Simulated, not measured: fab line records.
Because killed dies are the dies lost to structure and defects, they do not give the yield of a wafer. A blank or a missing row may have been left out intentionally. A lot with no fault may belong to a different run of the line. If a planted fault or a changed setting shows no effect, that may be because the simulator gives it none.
One fault through the eyes of 2 desks -- flow ritCmos -- each desk holds nothing but its own numbers, with what lay behind them at the end

FROM THE METROLOGY DESK
Lot by lot, what the gauges showed, no matter which tool ran the lot: averages of those sampled wafers that carry a number. Marked OUT: a lot whose mean sits more than 4 standard deviations from the usual mean, which makes it out of limits; the brackets give that distance.
Columns: A = cdNm at RIT_ACTIVE_CD_MEAS_90, usual 1400.6 nm; B = SPACER_NITRIDE_THK at RIT_SPACER_THK_MEAS_04, usual 249.9 nm; C = NSD_OVL at RIT_NSD_OVL_MEAS_06, usual -1.5 nm; D = PSD_RS at RIT_SDANNEAL_RS_MEAS_04, usual 115.42 ohm/sq
lot,first seen here,A,B,C,D
L238,day 1 15:11,1401.1,249.3,0.4,115.28
L239,day 1 20:01,1399.5,249.0,-1.4,115.42
L240,day 2 01:02,1401.6,252.1,-2.7,115.29
L241,day 2 06:22,1398.8,252.2,-1.3,115.68
L242,day 2 15:04,1398.4,249.1,-0.4,115.44
L243,day 2 17:53,1401.2,245.1,-1.6,115.44
L244,day 2 22:17,1401.9,252.0,0.4,115.46
L245,day 3 03:19,1405.4,251.0,-1.5,115.85
L248,day 3 17:15,1398.6,224.1 (-10) OUT,-2.4,115.30
L258,day 5 19:02,1399.5,247.0,-3.3,114.99
L259,day 6 00:13,1398.5,251.8,-0.8,115.15
L260,day 6 05:08,1403.6,251.5,-1.2,115.42
L261,day 6 10:01,1399.3,250.1,-1.9,115.34
This desk finds L248 out of limits, with the earliest case on L248 at day 5 03:50 (SPACER_NITRIDE_THK at RIT_SPACER_THK_MEAS_04). L238, L239, L240, L241, L242, L243, L244, L245, L258, L259, L260, L261: within limits.

DESK OF THE TOOL OWNER: lpcvd-01
The tool's own readings at RIT_SPACER_CVD_03 (deposits Si3N4 from SiH2Cl2/NH3, target thk 250 nm, time 3300 s): means of the sampled wafers that have a number, for each lot that ran on this tool. Marked OUT: a lot whose mean sits more than 4 standard deviations from the usual mean, which makes it out of limits; the brackets give that distance.
Columns: A = zonePowerSourcePct at RIT_SPACER_CVD_03, usual 19.2 %
lot,first seen here,A
L238,day 3 01:38,19.6
L242,day 4 01:11,19.4
L243,day 4 03:14,20.5
L248,day 5 01:54,20.4
L260,day 7 11:48,19.7
This desk's verdict: no lot among the 5 shows anything out of limits.

BROUGHT TOGETHER
Metrology desk: alarm possible at day 5 03:50 on L248.
The tool owner's desk saw nothing out of limits.
The tool owner's desk has L248 on record, within its limits.
RIT_SPACER_CVD_03 was run on lpcvd-01 by each of the lots named.

WHAT HAD BEEN PUT IN BY THE SIMULATOR
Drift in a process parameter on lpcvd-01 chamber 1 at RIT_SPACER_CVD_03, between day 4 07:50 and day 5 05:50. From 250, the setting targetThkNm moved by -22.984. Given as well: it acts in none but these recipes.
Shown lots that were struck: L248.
Per desk, hours elapsed from the start of the fault to the first reading out of limits: for the metrology desk, 20.
